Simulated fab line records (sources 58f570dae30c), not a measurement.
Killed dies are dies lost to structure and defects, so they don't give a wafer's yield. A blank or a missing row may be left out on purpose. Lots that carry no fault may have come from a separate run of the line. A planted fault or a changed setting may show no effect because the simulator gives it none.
Split-lot trial ; flow berkeley_cmos170 ; on a route of 331 steps: 5 lots, 23 wafers read

== THE SPLIT ==
At UCB170_NVT_COAT_01 (resist thk 900 nm), the setting resist_thk_nm was moved away from the recipe's 900 nm on 5 of the 23 wafers read, by -5.1% to +5.0%. For the rest of the wafers, this setting stayed at what the recipe calls for.

Reading taken at the split's own step.

== THE READING ==
KrF_of_NVT_COAT_01.thk_nm (the simulator's own value, which no gauge read), in nm, at UCB170_NVT_COAT_01 (resist thk 900 nm). The file gives no usual value for it. Here, 18 wafers ran the recipe; their average is 900.7 nm with a standard deviation of 1.3 nm.

wafer;tool, chamber at the split;resist_thk_nm as run, nm;against the recipe;KrF_of_NVT_COAT_01.thk_nm, nm;against lot-mates on the recipe
L074.1;litho_track-01, 0;854;-5.1%;854.4;-46.9
L074.3;litho_track-01, 0;900;recipe;900.9;-
L074.4;litho_track-01, 0;854;-5.1%;853.5;-47.8
L074.5;litho_track-01, 0;854;-5.1%;856;-45.2
L074.6;litho_track-01, 0;900;recipe;901.6;-
L076.1;litho_track-03, 0;900;recipe;901.3;-
L076.2;litho_track-03, 0;900;recipe;899.6;-
L076.3;litho_track-03, 0;900;recipe;901.1;-
L076.5;litho_track-03, 0;900;recipe;899;-
L076.6;litho_track-03, 0;900;recipe;901.4;-
L077.2;litho_track-02, 0;900;recipe;901.2;-
L077.3;litho_track-02, 0;900;recipe;900.3;-
L077.4;litho_track-02, 0;900;recipe;900.1;-
L077.5;litho_track-02, 0;900;recipe;899.5;-
L077.6;litho_track-02, 0;900;recipe;897.9;-
L084.2;litho_track-02, 0;900;recipe;902.5;-
L084.3;litho_track-02, 0;900;recipe;900.9;-
L084.4;litho_track-02, 0;900;recipe;903.3;-
L084.5;litho_track-02, 0;945.3;+5.0%;948.4;+46.2
L084.6;litho_track-02, 0;945.3;+5.0%;948;+45.8
L085.3;litho_track-01, 0;900;recipe;901.8;-
L085.4;litho_track-01, 0;900;recipe;901.5;-
L085.6;litho_track-01, 0;900;recipe;899.1;-

FIT RESULTS
A straight line over all 23 wafers: KrF_of_NVT_COAT_01.thk_nm changes by +9.19 nm for each +1% of resist_thk_nm; r = +1.00; the points scatter about the line by 1.3 nm.
The same after taking each lot's own level away (the mean of its wafers on the recipe; 23 wafers): +9.13 nm for each +1%; r = +1.00; scatter 1 nm.
That fit puts the effect of the largest move of resist_thk_nm on the reading at 47 nm.
Measured against the standard deviation above, the lots' own levels, which go from 899.80 to 902.23 nm, span 1.9 times it.
The two slopes agree, so the slope changes little with the lot-to-lot level.
Check: for one of the wafers moved furthest among these (-5.1%), held out of the fit, the line's prediction against its lot-mates is -46.6 nm. Against them it came out at -46.9 nm.

== THESE WAFERS: OTHER SPLITS ==
Note: prior to the reading, these wafers also went through further splits. Each is held against what the fit with the lots' levels taken away leaves over:
other split on the same wafers;wafers away from the commonest value;r with KrF_of_NVT_COAT_01.thk_nm (lot level and that fit taken away)
UCB170_NWELL_OXIDATION_01 ox_time_s;15;-0.01
UCB170_NWELL_IMPLANT_14 energy_kev;7;-0.18
UCB170_PWELL_CVD_05 time_s;5;+0.00
UCB170_WELLDRIVE_OXIDATION_01 temp_c;18;+0.00
UCB170_SACOX_OXIDATION_01 ox_time_s;10;-0.01

== THE WHOLE CHAIN: every reading that the file lists as answering this split, in the file's order ==
step;what it does;reading;change (the file's fit);r (the file's)
UCB170_NVT_COAT_01;resist thk 900 nm;KrF_of_NVT_COAT_01.thk_nm (the simulator's own value, which no gauge read);+9.12 nm for each +1% of the setting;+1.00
UCB170_NVT_STRIP_08;strips in O2;strip_time_to_endpoint_s;withheld for each +1% of the setting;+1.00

== FILE'S OWN FIT ==
KrF_of_NVT_COAT_01.thk_nm changes by +9.12 nm for each +1% of resist_thk_nm, r = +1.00.
